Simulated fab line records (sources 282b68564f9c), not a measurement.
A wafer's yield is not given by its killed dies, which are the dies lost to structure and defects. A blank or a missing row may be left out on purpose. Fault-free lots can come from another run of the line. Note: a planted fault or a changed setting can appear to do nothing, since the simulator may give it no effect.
fab line records ; flow rit_cmos
record: lots: 14; wafers: 42; last_day: 7
route steps=202 shown SPACER@128
lots untouched by any fault: they come from a run of this same line in which no faults occurred
start_h: start of the lot's first displayed wafer, in hours after the record's first day ; wait_h: hours elapsed since this lot's preceding step ; " repeats the value in the row above ; L1.1+2: one row covering several wafers at once ; - either no value or no given start ; * or withheld: withheld ; < > ~ a bound
route shown NAME@n: NAME is a module with steps in the file, n the number in the route of the first one ; usual: mean/standard deviation taken from wafers without a fault ; same: alike in all rows ; chamber/n: place in a boat ; sites: the reading at each site ; _std_site: how widely they spread, as a standard deviation ; _edge_site: mean of outer sites minus mean of inner sites ; radius_mm: for every site, how far away it sits from the centre of the wafer ; mask NAME#n: copy n ; behind: the tool/chamber that last shaped the wafer ; hold: the reason the lot was held/the length of the hold in hours/how it ended ; device: which transistor (n, p or np) failed to switch ; end of line: at the end of the route, the tests of the same wafers ; a step with no rows: only its recipe ; killed: count of dies lost to structure and defects at first sort (not the wafer's yield) ; map: per-die view of a wafer (x killed, . not killed, _ where there is no die)
set.NAME: the run value of the setting; set.NAME@STEP: its run value at that earlier step ; model.NAME: the simulator's own value behind a step, which no gauge read
steps of the route over a sample of lots; a table a step, a row a wafer
services: from which hour (start_h, from the record's first day; less than 0 if before it) a tool's chamber was out of use, for how many hours, and why
== steps ==
step: RIT_SPACER_CVD_03
recipe: material: Si3N4; target_thk_nm: 250; temp_c: 810; precursor: SiH2Cl2/NH3; time_s: 3300; pressure_mtorr: 300; sih2cl2_flow_sccm: 60; nh3_flow_sccm: 150
usual: spike_tc_centre_C: 813.1/1.2; spike_tc_load_C: 831.4/2.4; spike_tc_source_C: 832.8/1.5; susceptor_temp_C: 810.0/0.37; zone_power_load_pct: 22.5/1.1
lot.wafer;tool;chamber;start_h;wait_h;spike_tc_centre_C;spike_tc_load_C;spike_tc_source_C;susceptor_temp_C;zone_power_load_pct
L454.2;lpcvd-02;0;46.89;0.0;811.9;829.9;833.4;809.7;22.7
L454.3;lpcvd-02;0;46.89;0.0;811.9;828.3;831.9;809.9;22.6
L454.5;lpcvd-02;0;46.89;0.0;812.9;828.7;833.8;809.5;22.4
L455.4;lpcvd-02;1;53.45;0.0;811.4;828.5;830.2;810.5;20.5
L455.5;lpcvd-02;1;53.45;0.0;812.7;828.7;829.9;810.1;20.3
L455.6;lpcvd-02;1;53.45;0.0;811.7;829.7;832.0;810.1;20.4
L456.2;lpcvd-01;1;59.37;0.0;811.9;832.1;832.3;810.5;20.9
L456.5;lpcvd-01;1;59.37;0.0;815.1;832.3;830.8;810.2;21.0
L456.6;lpcvd-01;1;59.37;0.0;812.0;832.1;831.8;810.5;21.0
L457.1;lpcvd-02;0;59.49;0.0;815.3;829.2;832.4;810.0;22.6
L457.4;lpcvd-02;0;59.49;0.0;814.6;829.5;835.0;810.7;22.6
L457.5;lpcvd-02;0;59.49;0.0;813.4;829.1;834.4;810.3;22.5
L459.3;lpcvd-02;0;73.53;0.6;813.0;829.2;833.7;809.9;22.8
L459.5;lpcvd-02;0;73.53;0.6;812.9;828.2;833.0;810.0;23.2
L459.6;lpcvd-02;0;73.53;0.6;814.1;827.8;834.6;810.3;22.9
L461.1;lpcvd-02;0;79.37;0.0;813.5;829.9;832.5;810.1;22.6
L461.3;lpcvd-02;0;79.37;0.0;813.0;827.1;834.4;810.5;22.3
L461.6;lpcvd-02;0;79.37;0.0;813.4;828.3;834.2;810.0;22.9
L462.2;lpcvd-02;0;86.00;0.9;854.0;872.7;876.1;851.2;25.6
L462.3;lpcvd-02;0;86.00;0.9;854.8;872.8;876.4;851.2;25.7
L462.4;lpcvd-02;0;86.00;0.9;854.9;870.1;876.0;850.7;25.4
L463.2;lpcvd-02;0;94.09;0.0;854.4;872.1;874.8;852.0;25.5
L463.3;lpcvd-02;0;94.09;0.0;856.2;870.7;874.6;851.5;25.6
L463.6;lpcvd-02;0;94.09;0.0;854.4;871.1;876.2;851.2;25.2
L472.1;lpcvd-01;1;133.71;0.6;811.6;834.0;832.2;810.0;21.1
L472.2;lpcvd-01;1;133.71;0.6;812.5;833.9;833.7;809.8;20.8
L472.6;lpcvd-01;1;133.71;0.6;812.8;833.7;831.4;810.4;21.0
L473.2;lpcvd-01;0;141.57;0.0;813.6;833.6;831.8;809.2;23.3
L473.3;lpcvd-01;0;141.57;0.0;813.1;834.7;833.7;809.9;23.4
L473.6;lpcvd-01;0;141.57;0.0;814.0;835.2;832.1;809.6;23.6
L474.2;lpcvd-01;0;145.35;0.0;812.3;835.1;833.0;810.0;23.4
L474.4;lpcvd-01;0;145.35;0.0;812.9;833.8;831.4;809.3;23.8
L474.5;lpcvd-01;0;145.35;0.0;814.6;834.6;834.0;809.5;23.5
L475.1;lpcvd-01;0;149.79;0.0;813.4;835.0;831.9;810.6;23.2
L475.2;lpcvd-01;0;149.79;0.0;812.5;834.9;832.0;811.0;23.6
L475.4;lpcvd-01;0;149.79;0.0;813.7;834.8;832.8;810.6;23.4
L476.2;lpcvd-01;0;155.19;0.0;812.3;833.2;831.6;810.2;23.8
L476.4;lpcvd-01;0;155.19;0.0;811.5;836.1;832.0;810.3;23.7
L476.5;lpcvd-01;0;155.19;0.0;813.2;834.6;832.2;810.0;23.1
L477.3;lpcvd-02;0;160.09;0.0;813.6;829.3;834.8;810.2;22.7
L477.5;lpcvd-02;0;160.09;0.0;813.8;829.5;834.4;810.1;22.6
L477.6;lpcvd-02;0;160.09;0.0;813.8;829.2;835.5;810.1;22.8
step: RIT_SPACER_THK_MEAS_04
recipe: reads: Si3N4_of_SPACER_CVD_03
usual: SPACER_NITRIDE_THK: 249.8/2.3
lot.wafer;tool;chamber;start_h;wait_h;SPACER_NITRIDE_THK[nm]
L454.2;film_metro-01;-;48.82;0.0;247.2
L454.3;film_metro-01;-;48.82;0.0;248.8
L454.5;film_metro-01;-;48.82;0.0;248.9
L455.4;film_metro-01;-;55.39;0.0;245.3
L455.5;film_metro-01;-;55.39;0.0;245.3
L455.6;film_metro-01;-;55.39;0.0;246.9
L456.2;film_metro-03;-;61.30;0.0;251.1
L456.5;film_metro-03;-;61.30;0.0;252.3
L456.6;film_metro-03;-;61.30;0.0;250.7
L457.1;film_metro-04;-;61.41;0.0;248.3
L457.4;film_metro-04;-;61.41;0.0;249.8
L457.5;film_metro-04;-;61.41;0.0;247.8
L459.3;film_metro-01;-;75.47;0.0;248.0
L459.5;film_metro-01;-;75.47;0.0;248.0
L459.6;film_metro-01;-;75.47;0.0;247.0
L461.1;film_metro-04;-;81.29;0.0;248.6
L461.3;film_metro-04;-;81.29;0.0;249.3
L461.6;film_metro-04;-;81.29;0.0;247.6
L462.2;film_metro-04;-;87.93;0.0;420.4
L462.3;film_metro-04;-;87.93;0.0;420.3
L462.4;film_metro-04;-;87.93;0.0;421.8
L463.2;film_metro-04;-;96.01;0.0;419.3
L463.3;film_metro-04;-;96.01;0.0;420.3
L463.6;film_metro-04;-;96.01;0.0;419.8
L472.1;film_metro-01;-;135.63;0.0;248.3
L472.2;film_metro-01;-;135.63;0.0;249.2
L472.6;film_metro-01;-;135.63;0.0;246.6
L473.2;film_metro-01;-;143.50;0.0;251.9
L473.3;film_metro-01;-;143.50;0.0;253.1
L473.6;film_metro-01;-;143.50;0.0;251.4
L474.2;film_metro-04;-;147.27;0.0;252.1
L474.4;film_metro-04;-;147.27;0.0;252.4
L474.5;film_metro-04;-;147.27;0.0;252.3
L475.1;film_metro-03;-;152.66;0.0;252.2
L475.2;film_metro-03;-;152.66;0.0;251.6
L475.4;film_metro-03;-;152.66;0.0;251.8
L476.2;film_metro-03;-;158.08;0.0;252.8
L476.4;film_metro-03;-;158.08;0.0;249.1
L476.5;film_metro-03;-;158.08;0.0;252.4
L477.3;film_metro-03;-;162.03;0.0;249.4
L477.5;film_metro-03;-;162.03;0.0;250.3
L477.6;film_metro-03;-;162.03;0.0;251.7
step: RIT_SPACER_ETCHBACK_05
recipe: target_depth_a: 2500; SF6_flow_sccm: 30; CHF3_flow_sccm: 30; target: Si3N4; chemistry: SF6/CHF3; pressure_mtorr: 40; rf_w: 250; time_s: 240; stop_on: SiO2
usual: chamber_pressure_mTorr: 40.00/0.032; drypump_motor_current_A: 5.7/0.48; oes_product_au: 0.846/0.014; throttle_valve_pct: 10.33/0.13
lot.wafer;tool;chamber;start_h;wait_h;chamber_pressure_mTorr;drypump_motor_current_A;oes_product_au;rf_hours_counter_h;throttle_valve_pct
L454.2;rie_diel-04;0;48.87;0.0;40.07;6.5;0.846;3;10.21
L454.3;rie_diel-04;1;48.87;0.0;40.05;5.9;0.837;164;10.29
L454.5;rie_diel-04;3;48.87;0.0;40.04;6.3;0.866;-;10.35
L455.4;rie_diel-01;3;55.42;0.0;39.93;5.5;0.819;122;10.34
L455.5;rie_diel-01;3;55.42;0.0;40.08;5.5;0.811;-;10.32
L455.6;rie_diel-01;2;55.42;0.0;40.02;5.5;0.837;-;10.47
L456.2;rie_diel-02;1;61.35;0.0;40.05;4.7;0.838;162;10.15
L456.5;rie_diel-02;3;61.35;0.0;40.01;5.3;0.844;-;10.43
L456.6;rie_diel-02;2;61.35;0.0;40.02;5.4;0.847;-;10.31
L457.1;rie_diel-04;1;61.47;0.1;40.03;5.9;0.840;164;10.28
L457.4;rie_diel-04;3;61.47;0.1;39.99;6.3;0.865;95;10.34
L457.5;rie_diel-04;3;61.47;0.1;40.04;6.3;0.857;-;10.33
L459.3;rie_diel-04;3;75.51;0.0;40.01;6.3;0.859;96;10.34
L459.5;rie_diel-04;3;75.51;0.0;40.04;6.3;0.864;-;10.34
L459.6;rie_diel-04;0;75.51;0.0;40.00;6.5;0.850;-;10.20
L461.1;rie_diel-04;3;81.35;0.1;40.01;6.3;0.865;96;10.34
L461.3;rie_diel-04;2;81.35;0.1;39.93;6.0;0.849;141;10.56
L461.6;rie_diel-04;0;81.35;0.1;39.99;6.5;0.854;-;10.21
L462.2;rie_diel-01;3;87.98;0.0;40.01;5.5;0.952;122;10.39
L462.3;rie_diel-01;1;87.98;0.0;40.04;5.8;0.986;162;10.44
L462.4;rie_diel-01;0;87.98;0.0;39.99;5.6;0.990;20;10.12
L463.2;rie_diel-01;0;96.06;0.0;39.98;5.6;0.991;20;10.13
L463.3;rie_diel-01;2;96.06;0.0;40.01;5.5;1.012;82;10.52
L463.6;rie_diel-01;0;96.06;0.0;40.02;5.6;0.992;-;10.12
L472.1;rie_diel-04;2;135.69;0.1;40.01;6.0;0.836;142;10.53
L472.2;rie_diel-04;3;135.69;0.1;40.00;6.3;0.866;97;10.36
L472.6;rie_diel-04;1;135.69;0.1;40.01;5.9;0.835;-;10.28
L473.2;rie_diel-02;1;143.55;0.0;40.03;4.7;0.862;1;10.15
L473.3;rie_diel-02;0;143.55;0.0;40.04;5.2;0.875;3;10.34
L473.6;rie_diel-02;1;143.55;0.0;39.99;4.7;0.855;-;10.14
L474.2;rie_diel-04;1;147.32;0.0;39.95;5.9;0.846;2;10.29
L474.4;rie_diel-04;1;147.32;0.0;39.99;5.9;0.850;-;10.27
L474.5;rie_diel-04;2;147.32;0.0;39.94;6.0;0.851;-;10.54
L475.1;rie_diel-01;2;152.72;0.1;40.01;5.4;0.853;83;10.46
L475.2;rie_diel-01;1;152.72;0.1;39.97;5.8;0.844;1;10.41
L475.4;rie_diel-01;3;152.72;0.1;40.01;5.5;0.826;124;10.34
L476.2;rie_diel-01;3;158.13;0.0;39.97;5.5;0.832;124;10.34
L476.4;rie_diel-01;1;158.13;0.0;39.99;5.8;0.842;1;10.40
L476.5;rie_diel-01;1;158.13;0.0;39.97;5.8;0.844;-;10.41
L477.3;rie_diel-04;3;162.07;0.0;40.03;6.3;0.859;98;10.33
L477.5;rie_diel-04;1;162.07;0.0;39.99;5.9;0.849;-;10.29
L477.6;rie_diel-04;0;162.07;0.0;40.03;6.5;0.867;-;10.21
== services ==
tool;chamber;start_h;hours;kind
rie_diel-02;1;28.45;5.9;repair
rie_diel-04;2;34.43;6.0;repair
rie_diel-04;2;61.87;1.7;repair
rie_diel-04;1;74.37;-;clean
rie_diel-04;1;74.37;12.3;scheduled_down
rie_diel-04;1;74.37;12.3;vent_cycle
rie_diel-02;1;82.89;-;clean
rie_diel-02;1;82.89;17.1;scheduled_down
rie_diel-02;1;82.89;17.1;vent_cycle
rie_diel-01;1;91.23;-;clean
rie_diel-01;1;91.23;23.0;scheduled_down
rie_diel-01;1;91.23;23.0;vent_cycle
rie_diel-02;2;96.00;14.4;repair
rie_diel-04;3;105.22;3.5;repair
rie_diel-02;-;117.91;2.8;pm
rie_diel-04;0;132.72;22.1;repair
== key ==
first_sign: step: RIT_SPACER_CVD_03; reading: susceptor_temp_C; direction: up; sigmas: 99+; usual: *; struck: *
effect: step: RIT_SPACER_CVD_03; reading: spike_tc_centre_C; direction: up; sigmas: 35; usual: 813.1; struck: 854.8
effect: step: RIT_SPACER_THK_MEAS_04; reading: SPACER_NITRIDE_THK; direction: up; sigmas: 73; usual: 249.8; struck: 420.3
effect: step: RIT_SPACER_ETCHBACK_05; reading: oes_product_au; direction: up; sigmas: 10; usual: 0.846; struck: 0.987
met_at RIT_SPACER_CVD_03
struck_lots L462,L463
later_rows_left_out L462.2,L462.3,L462.4,L463.2,L463.3,L463.6
sort_left_out L462.2,L462.3,L462.4,L463.2,L463.3,L463.6
tester_left_out L462,L463
onset_between 79.37 86.00
fault: kind: process_parameter_drift; tool: lpcvd-02; chamber: -; onset_h: 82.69; steps: RIT_SPACER_CVD_03; channel: temp_c; offset: *; shape: step; end_h: 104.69; acts_in: *; stated: *
tester_left_out: of these lots the tester's yield and bins aren't shown, on N5 and GAA mostly nor the transistor test; their killed dies are dies lost to structure and defects alone, not to doping, threshold or leakage, so they don't give the yield
sort_left_out: the simulated sort isn't trusted on such a fault, so these wafers' sort isn't shown, and their yield isn't known
later_rows_left_out: the simulator's readings of these wafers behind a module that went badly wrong aren't trusted and aren't shown, but for the sort
